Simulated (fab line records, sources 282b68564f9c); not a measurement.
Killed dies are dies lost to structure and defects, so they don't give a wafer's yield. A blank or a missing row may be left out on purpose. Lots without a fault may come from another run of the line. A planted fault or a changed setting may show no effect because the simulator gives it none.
Split-lot experiment | flow rit_cmos | 5 lots, 23 wafers read, on a route of 202 steps

THE SPLIT
At RIT_FOX1_OXIDATION_00 (target thk 350.7 nm, ox time 1130 s), the setting ox_time_s was moved away from the recipe's 1130 s on 10 of the 23 wafers read, by -13.7% to -6.6%. The other wafers ran this setting at the recipe's value.

The reading is taken at the split's own step.

THE READING
SiO2_of_FOX1_OXIDATION_00.thk_nm (the simulator's own value, which no gauge read), in nm, at RIT_FOX1_OXIDATION_00 (target thk 350.7 nm, ox time 1130 s). The file gives no usual value for it. The 13 wafers here that ran the recipe average 351.9 nm, standard deviation 3.3 nm.

wafer  | tool, chamber at the split | ox_time_s as run, s | against the recipe | SiO2_of_FOX1_OXIDATION_00.thk_nm, nm | against lot-mates on the recipe
L074.1 | -, -                       | 1055                | -6.6%              | 325                                  | no lot-mate on the recipe
L074.2 | -, -                       | 1055                | -6.6%              | 328.7                                | no lot-mate on the recipe
L074.3 | -, -                       | 1055                | -6.6%              | 331.9                                | no lot-mate on the recipe
L074.4 | -, -                       | 1055                | -6.6%              | 324.1                                | no lot-mate on the recipe
L074.6 | -, -                       | 1055                | -6.6%              | 327.7                                | no lot-mate on the recipe
L078.1 | -, -                       | 1130                | recipe             | 352.1                                | -
L078.2 | -, -                       | 1130                | recipe             | 350.4                                | -
L078.4 | -, -                       | 1130                | recipe             | 357.3                                | -
L078.5 | -, -                       | 1130                | recipe             | 357.7                                | -
L078.6 | -, -                       | 1130                | recipe             | 349.1                                | -
L081.2 | furnace-02, 0              | 1130                | recipe             | 349.3                                | -
L081.3 | furnace-02, 0              | 1130                | recipe             | 349.7                                | -
L081.6 | furnace-02, 0              | 1130                | recipe             | 349.1                                | -
L082.1 | -, -                       | 1130                | recipe             | 356.3                                | -
L082.3 | -, -                       | 1130                | recipe             | 351.2                                | -
L082.4 | -, -                       | 1130                | recipe             | 346.8                                | -
L082.5 | -, -                       | 1130                | recipe             | 352.3                                | -
L082.6 | -, -                       | 1130                | recipe             | 353.3                                | -
L085.1 | -, -                       | 975.7               | -13.7%             | 325.3                                | no lot-mate on the recipe
L085.2 | -, -                       | 975.7               | -13.7%             | 324.1                                | no lot-mate on the recipe
L085.4 | -, -                       | 975.7               | -13.7%             | 325.9                                | no lot-mate on the recipe
L085.5 | -, -                       | 975.7               | -13.7%             | 318.9                                | no lot-mate on the recipe
L085.6 | -, -                       | 975.7               | -13.7%             | 317.1                                | no lot-mate on the recipe

THE FIT
A straight line over all 23 wafers: SiO2_of_FOX1_OXIDATION_00.thk_nm changes by +2.33 nm for each +1% of ox_time_s; r = +0.93; the points scatter about the line by 5.4 nm.
Too few moved wafers have a lot-mate on the recipe to fit a line with each lot's own level taken away.

THE FILE'S OWN FIT
SiO2_of_FOX1_OXIDATION_00.thk_nm changes by +2.33 nm for each +1% of ox_time_s, r = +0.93.
